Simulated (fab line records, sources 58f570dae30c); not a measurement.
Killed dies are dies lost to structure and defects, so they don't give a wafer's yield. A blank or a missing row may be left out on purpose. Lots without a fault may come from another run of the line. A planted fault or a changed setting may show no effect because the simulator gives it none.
Chamber matching | flow berkeley_cmos170 | UCB170_GATE_ETCH_15 on rie_si-01: 4 sister chambers
The step etches poly-Si in HBr/Cl2, stops on SiO2, time 56.3 s, target depth 278.2 nm. 8 wafers are shown with their chamber, then 7 later ones without.

WAFERS WITH THEIR CHAMBER
wafer  | chamber | drypump_motor_current_A (A) | throttle_valve_pct (%)
L225.6 | 1       | 6.3                         | 26.38
L223.1 | 1       | 6.3                         | 26.36
L223.3 | 3       | 6.2                         | 26.45
L239.1 | 3       | 6.2                         | 26.44
L239.2 | 0       | 6.0                         | 26.49
L239.6 | 2       | 5.1                         | 26.56
L240.1 | 2       | 5.1                         | 26.55
L240.4 | 0       | 5.9                         | 26.48

WAFERS WITHOUT THEIR CHAMBER
wafer  | drypump_motor_current_A (A) | throttle_valve_pct (%)
L240.6 | 5.9                         | 26.51
L243.2 | 5.1                         | 26.55
L243.4 | 6.3                         | 26.36
L243.6 | 6.2                         | 26.45
L242.1 | 5.1                         | 26.55
L242.3 | 5.9                         | 26.49
L242.4 | 6.2                         | 26.46

WHICH CHAMBER EACH WENT THROUGH
wafer  | from the rows above | in truth
L240.6 | 0                   | 0
L243.2 | 2                   | 2
L243.4 | 1                   | 1
L243.6 | 3                   | 3
L242.1 | 2                   | 2
L242.3 | 0                   | 0
L242.4 | 3                   | 3
Placed correctly: 7 of 7. Can't be placed from these rows: 0. Placed wrongly: 0.
How it was worked out, from the rows above alone: a wafer's distance from a chamber is the root of the sum, over the readings, of the square of ((its reading less the chamber's mean) divided by the reading's scatter). The wafer belongs to the nearest chamber; if the next one is less than 2 further off, it can't be placed. A chamber's mean is the mean of its shown wafers. The scatter: the root of (the sum of the squares of (reading less its chamber's mean) over the shown wafers, divided by (wafers less chambers)).
